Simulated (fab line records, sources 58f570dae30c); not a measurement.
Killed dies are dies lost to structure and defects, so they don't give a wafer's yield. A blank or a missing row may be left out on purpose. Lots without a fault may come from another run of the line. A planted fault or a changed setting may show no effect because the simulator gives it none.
One fault seen from 2 desks | flow berkeley_cmos170 | each desk has only its own numbers; what lay behind them comes last

THE TOOL OWNER'S DESK: pvd_sputter-01
The tool's own readings at UCB170_M2_SPUTTER_01 (material Al, target thk 900 nm, time 120 s): means of the sampled wafers that have a number, for each lot that ran on this tool. A lot is out of limits, marked OUT, if its mean lies more than 4 standard deviations from the usual mean; the brackets give that distance.
Columns: A = cathode_dc_power_W at UCB170_M2_SPUTTER_01, usual 6000.1 W; B = throttle_valve_pct at UCB170_M2_SPUTTER_01, usual 30.1 %
lot  | first seen here | A                        | B
L962 | day 9 01:44     | 6000.0                   | 29.3
L972 | day 10 23:48    | 5842.4 (-99 or more) OUT | 29.4
L977 | day 11 14:38    | 5843.3 (-99 or more) OUT | 30.0
This desk's finding: out of limits on L972, L977; first on L972, day 10 23:48 (cathode_dc_power_W at UCB170_M2_SPUTTER_01). In limits: L962.

THE METROLOGY DESK
What the gauges read, lot by lot, whatever tool the lot ran on: means of the sampled wafers that have a number. A lot is out of limits, marked OUT, if its mean lies more than 4 standard deviations from the usual mean; the brackets give that distance. Of its 11 readings 7 are shown: those that lie furthest out on some lot.
Columns: A = cd_nm at UCB170_V1_CD_MEAS_12, usual 700.4 nm; B = cd_nm at UCB170_V1_CD_MEAS_90, usual 700.6 nm; C = M2_AL_RS at UCB170_M2_RS_MEAS_02, usual 0.0323 ohm/sq; D = M2_AL_THK at UCB170_M2_THK_MEAS_03, usual 879 nm; E = cd_nm at UCB170_M2_CD_MEAS_15, usual 700.2 nm; F = V2_TEOS_THK at UCB170_V2_THK_MEAS_01, usual 2015 nm; G = V2_BOW at UCB170_V2_BOW_MEAS_03, usual 37 um
lot  | first seen here | A     | B     | C      | D   | E     | F    | G
L962 | day 9 01:08     | 700.5 | 700.8 | 0.0320 | 881 | 700.5 | 2000 | 25
L970 | day 10 22:39    | 700.7 | 700.8 | 0.0329 | 860 | 697.4 | 2004 | 37
L973 | day 10 22:56    | 701.1 | 701.2 | 0.0321 | 879 | 700.5 | 2062 | 33
L972 | day 10 23:11    | 698.9 | 698.1 | 0.0329 | 860 | 699.5 | 1966 | 35
L977 | day 11 14:02    | 701.1 | 701.2 | 0.0329 | 864 | 699.8 | 1991 | 37
L978 | day 11 14:08    | 702.4 | 703.0 | 0.0317 | 893 | 698.9 | 2043 | 30
This desk's finding: nothing out of limits on any of the 6 lots.

PUT TOGETHER
The tool owner's desk could have raised an alarm at day 10 23:48, on L972, L977.
The metrology desk saw nothing out of limits.
The metrology desk has L972, L977 on record, within its limits.
Of the lots named, all ran UCB170_M2_SPUTTER_01 on pvd_sputter-01.

WHAT THE SIMULATOR HAD PUT IN
Process parameter drift: pvd_sputter-01, from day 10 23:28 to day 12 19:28, at UCB170_M2_SPUTTER_01. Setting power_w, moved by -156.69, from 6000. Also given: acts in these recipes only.
Lots struck among those shown: L972, L977.
Hours from the fault's start to each desk's first reading out of limits: the tool owner's desk, 0.
